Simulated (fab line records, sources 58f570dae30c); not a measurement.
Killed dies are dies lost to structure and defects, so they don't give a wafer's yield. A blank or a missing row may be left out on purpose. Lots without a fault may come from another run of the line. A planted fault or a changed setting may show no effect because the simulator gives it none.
One fault seen from 2 desks | flow berkeley_cmos170 | each desk has only its own numbers; what lay behind them comes last

THE TOOL OWNER'S DESK: pecvd-01
The tool's own readings at UCB170_V1_CVD_00 (deposits SiO2 from TEOS/O2, target thk 2000 nm, time 250 s): means of the sampled wafers that have a number, for each lot that ran on this tool. A lot is out of limits, marked OUT, if its mean lies more than 4 standard deviations from the usual mean; the brackets give that distance.
Columns: A = heater_power_w at UCB170_V1_CVD_00, usual 245 W
lot  | first seen here | A
L216 | day 7 20:08     | 275
L218 | day 8 01:11     | 262
L219 | day 8 01:20     | 245
L225 | day 9 04:05     | 247
L230 | day 9 20:31     | 274
L232 | day 10 22:29    | 230
L236 | day 12 02:36    | 253
L237 | day 12 05:43    | 269
This desk's finding: nothing out of limits on any of the 8 lots.

THE METROLOGY DESK
What the gauges read, lot by lot, whatever tool the lot ran on: means of the sampled wafers that have a number. A lot is out of limits, marked OUT, if its mean lies more than 4 standard deviations from the usual mean; the brackets give that distance.
Columns: A = PVT_TW at UCB170_PVT_TW_MEAS_09, usual 504; B = NLDD_OVL at UCB170_NLDD_OVL_MEAS_07, usual -4 nm; C = V1_TEOS_THK at UCB170_V1_THK_MEAS_01, usual 2006 nm
lot  | first seen here | A   | B   | C
L216 | day 6 02:52     | 514 | -3  | 2010
L218 | day 6 08:35     | 513 | -12 | 2052
L219 | day 6 09:05     | 498 | 0   | 2002
L221 | day 6 15:35     | 498 | 1   | 1981
L223 | day 7 05:03     | 506 | -6  | 1993
L224 | day 7 09:16     | 515 | -2  | 2019
L225 | day 7 14:36     | 514 | -7  | 2023
L230 | day 8 02:26     | 502 | 3   | 1998
L232 | day 9 05:41     | 495 | -2  | 1993
L234 | day 9 09:49     | 509 | -3  | 2013
L239 | day 10 11:43    | 497 | -12 | 2008
L238 | day 10 11:45    | 503 | -11 | 1967
L236 | day 10 12:01    | 512 | -10 | 1977
L237 | day 10 12:07    | 514 | 9   | 1944
This desk's finding: nothing out of limits on any of the 14 lots.

PUT TOGETHER
The tool owner's desk saw nothing out of limits.
The metrology desk saw nothing out of limits.

WHAT THE SIMULATOR HAD PUT IN
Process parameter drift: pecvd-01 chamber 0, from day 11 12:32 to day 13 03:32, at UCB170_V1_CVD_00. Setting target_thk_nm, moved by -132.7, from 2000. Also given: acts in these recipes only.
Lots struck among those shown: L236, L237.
